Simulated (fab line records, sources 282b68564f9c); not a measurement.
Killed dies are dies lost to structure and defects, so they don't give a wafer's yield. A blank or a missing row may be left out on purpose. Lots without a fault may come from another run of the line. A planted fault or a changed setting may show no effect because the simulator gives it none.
Which tool did it? | flow rit_cmos | 7 lots, 21 wafers sampled, at 2 steps of a route of 202

WHAT THE GAUGES READ, wafer by wafer
RIT_SDANNEAL_RS_MEAS_06: measures by four-point-probe.
lot  | measured    | on            | PLDD_RS (ohm/sq)
L294 | day 3 22:12 | film_metro-03 | 178.7 179.2 178.8
L297 | day 4 10:07 | film_metro-02 | 177.9 178.3 178.6
L300 | day 5 05:03 | film_metro-04 | 179.9 180.2 180.2
L303 | day 5 17:55 | film_metro-03 | 179.4 179.0 179.2
L305 | day 6 03:30 | film_metro-02 | 178.9 178.8 178.7
L307 | day 6 11:43 | film_metro-03 | 183.8 183.6 184.3
L312 | day 7 18:32 | film_metro-03 | 178.7 179.5 179.6

WHICH TOOL RAN EACH LOT (tool, then ch and the chambers of the sampled wafers, then the start)
lot  | RIT_PLDD_IMPLANT_08
L294 | implanter-01 ch 0, day 3 15:39
L297 | implanter-01 ch 0, day 4 03:29
L300 | implanter-01 ch 0, day 4 19:25
L303 | implanter-01 ch 0, day 5 10:14
L305 | implanter-04 ch 0, day 5 20:39
L307 | implanter-01 ch 0, day 6 04:52
L312 | implanter-04 ch 0, day 7 10:53
- RIT_PLDD_IMPLANT_08

THE ANSWER, worked out from the rows above alone
Rule: what is usual is taken from the lots themselves. Put in order of their means at a reading, lots are off if they are a third of the lots or fewer, leave a main group of 4 or more, and stand apart from it by a gap of 3 or more times the standard deviation of the main group's means; of several such gaps the widest counts. A main group whose means are all the same, to the digits that the tables above print for the reading, isn't used. A lot without any number at a reading at which 4 lots or more have one is off too. The other lots that the step has rows for count as sound.
Off: L307, at RIT_SDANNEAL_RS_MEAS_06 (PLDD_RS). The main group: mean 179.1 ohm/sq, standard deviation 0.56.
A tool fits if, at a process step before that reading, it ran every lot that is off, and no sound lot after the first of them. The gauges at RIT_SDANNEAL_RS_MEAS_06 are tried like those tools. One fits: implanter-01 at RIT_PLDD_IMPLANT_08. Its last sound lot is L303 (day 5 10:14), its first lot that is off L307 (day 6 04:52): a fault that began between those two fits.

WHAT THE SIMULATOR HAD PUT IN
Process parameter drift: implanter-01, from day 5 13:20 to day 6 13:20, at RIT_PLDD_IMPLANT_08. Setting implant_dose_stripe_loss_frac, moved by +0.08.
Lots struck among those shown: L307. The rule above found the same.
